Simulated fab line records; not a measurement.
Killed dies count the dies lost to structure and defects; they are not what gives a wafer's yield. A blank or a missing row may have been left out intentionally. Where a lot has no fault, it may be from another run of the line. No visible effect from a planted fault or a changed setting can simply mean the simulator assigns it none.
Comparing a struck lot with a sound one | flow ritCmos | 15 out of 202 route steps
Sound: the wafers L635.3, L635.5, L635.6. Struck: wafer L646.2 (left out: L646.4, L646.6 of the same lot, which were not struck); the cause appears at the end.
At each step with rows: each side's tool, then ch and its chambers, then its first start. Under that, the readings that differ: sound wafers | struck wafers | difference of the means | sigmas: that difference in standard deviations of wafers without a fault.
alike: a reading whose means differ by less than 2 such deviations, as well as words and numbers matching on both sides. not compared: withheld readings; readings where some wafer has no value; bounds like >300 that might hide an equal value; numbers whose values overlap and for which the record gives no deviation.
The two part at a step that has a row with sigmas, a row that says differs or no value, or rows on one side only. Non-overlapping numbers with no deviation appear without sigmas and do not part them. A reading that every wafer of one side lacks parts them only if that side has two wafers or more.

RIT_ACTIVE_THK_MEAS_02:
  sound on filmMetro-01 at day 1 14:18; struck on filmMetro-04 at day 3 19:04
  alike: ACTIVE_OXIDE_THK
then, 1 step without rows for these wafers: RIT_ACTIVE_CVD_03 (deposits Si3N4 from SiH2Cl2/NH3, target thk 150 nm, time 1500 s).
RIT_ACTIVE_THK_MEAS_04:
  sound on filmMetro-03 at day 1 15:46; struck on filmMetro-04 at day 3 20:32
  alike: ACTIVE_NITRIDE_THK
then, 6 steps without rows for these wafers: RIT_ACTIVE_HMDS_05 (prime time 60 s); RIT_ACTIVE_COAT_06 (resist thk 1000 nm); RIT_ACTIVE_SOFTBAKE_07 (time 60 s); RIT_ACTIVE_EXPOSE_08 (exposes mask M1, target cd 1400 nm); RIT_ACTIVE_PEB_09; RIT_ACTIVE_DEVELOP_10 (develop time 50 s).
RIT_ACTIVE_CD_MEAS_11: target cd 1400 nm.
  sound on cdSem-02 at day 1 17:01; struck on cdSem-02 at day 3 21:35
  alike: cdNm
then, 1 step without rows for these wafers: RIT_ACTIVE_HARDBAKE_12 (time 60 s).
RIT_ACTIVE_ETCH_13: etches Si3N4 in SF6, stops on SiO2, time 210 s, target depth 210 nm.
  sound on rieDiel-02 ch 0,1,2, day 1 17:15; struck on rieDiel-03 ch 0, day 3 21:50
  alike: drypumpMotorCurrentA, oesProductAu, throttleValvePct
  not compared: rfHoursCounterH
RIT_ACTIVE_STRIP_14: strips in O2, time 180 s.
  sound on plasmaAsher-04 ch 0,1, day 1 17:26; struck on plasmaAsher-04 ch 1, day 3 21:58
reading                      | sound          | struck | difference                   | sigmas
chamberPressureMTorr (mTorr) | 3999 4006 3998 | 4794   | +793                         | +99 or more
rfHoursCounterH (h)          | - - -          | 45     | no value on the sound wafers | 
  alike: drypumpMotorCurrentA
RIT_ACTIVE_CD_MEAS_90: target cd 1400 nm.
  sound on cdSem-01 at day 1 17:36; struck on cdSem-01 at day 3 22:10
  alike: cdNm
RIT_M1_PROBE_99:
  sound wafers here have rows in the record (prober-01, day 3 15:48); struck ones have none

## WHERE THEY PART
Earliest at RIT_ACTIVE_STRIP_14; latest, in this record, at RIT_M1_PROBE_99.

WHY: what the simulator had put in
plasmaAsher-04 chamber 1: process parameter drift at RIT_ACTIVE_STRIP_14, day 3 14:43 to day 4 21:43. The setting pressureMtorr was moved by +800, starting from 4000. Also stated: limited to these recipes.
